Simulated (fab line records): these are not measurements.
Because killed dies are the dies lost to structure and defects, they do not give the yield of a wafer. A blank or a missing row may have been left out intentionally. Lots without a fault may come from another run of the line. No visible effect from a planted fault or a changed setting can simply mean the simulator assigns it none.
Split-lot experiment -- flow berkeley_cmos170 -- route with 331 steps; 5 lots, 23 wafers read

## SPLIT DETAILS
At UCB170_ACTIVE_OXIDATION_02 (target thk 26.4 nm, ox time 1260 s), the setting temp_c was moved away from the recipe's 1000 C on 10 of the 23 wafers read, by -1.3% to +2.6%. The other wafers ran this setting at the recipe's value.

The file shows no step between the split and the reading.

## THE READING
ACTIVE_OXIDE_THK at UCB170_ACTIVE_THK_MEAS_03, in nm. A value of 26.3 nm with a standard deviation of 0.47 nm is what fault-free wafers of this fab line usually give.

wafer,"tool, chamber at the split","temp_c as run, C",against the recipe,"ACTIVE_OXIDE_THK, nm",against lot-mates on the recipe
L075.1,"-, -",1026,+2.6%,32.4,no lot-mate on the recipe
L075.2,"-, -",1026,+2.6%,32.2,no lot-mate on the recipe
L075.3,"-, -",1026,+2.6%,32.1,no lot-mate on the recipe
L075.4,"-, -",1026,+2.6%,32.7,no lot-mate on the recipe
L075.5,"-, -",1026,+2.6%,31.8,no lot-mate on the recipe
L078.3,"furnace-04, 0",1000,recipe,26.6,-
L078.5,"furnace-04, 0",1000,recipe,26.9,-
L078.6,"furnace-04, 0",1000,recipe,26.4,-
L079.2,"-, -",1000,recipe,26.5,-
L079.3,"-, -",1000,recipe,26.4,-
L079.4,"-, -",1000,recipe,26.4,-
L079.5,"-, -",1000,recipe,26.6,-
L079.6,"-, -",1000,recipe,26.4,-
L082.1,"-, -",986.7,-1.3%,23.3,no lot-mate on the recipe
L082.2,"-, -",986.7,-1.3%,22.8,no lot-mate on the recipe
L082.3,"-, -",986.7,-1.3%,23.2,no lot-mate on the recipe
L082.4,"-, -",986.7,-1.3%,23.5,no lot-mate on the recipe
L082.5,"-, -",986.7,-1.3%,23.1,no lot-mate on the recipe
L084.2,"-, -",1000,recipe,26.8,-
L084.3,"-, -",1000,recipe,26.2,-
L084.4,"-, -",1000,recipe,26.4,-
L084.5,"-, -",1000,recipe,26.6,-
L084.6,"-, -",1000,recipe,26.1,-

FIT RESULTS
A straight line over all 23 wafers: ACTIVE_OXIDE_THK changes by +2.28 nm for each +1% of temp_c; r = +1.00; the points scatter about the line by 0.28 nm.
Too few moved wafers with a lot-mate on the recipe to fit a line net of each lot's own level.

## THE WHOLE CHAIN: every reading that the file lists as answering this split, in the file's order
step,what it does,reading,change (the file's fit),r (the file's)
UCB170_ACTIVE_OXIDATION_02,"target thk 26.4 nm, ox time 1260 s","SiO2_of_ACTIVE_OXIDATION_02.thk_nm (the simulator's own value, which no gauge read)",+2.28 nm for each +1% of the setting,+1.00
UCB170_ACTIVE_THK_MEAS_03,,ACTIVE_OXIDE_THK,+2.28 for each +1% of the setting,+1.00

## FILE'S OWN FIT
ACTIVE_OXIDE_THK changes by +2.28 nm for each +1% of temp_c, r = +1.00.
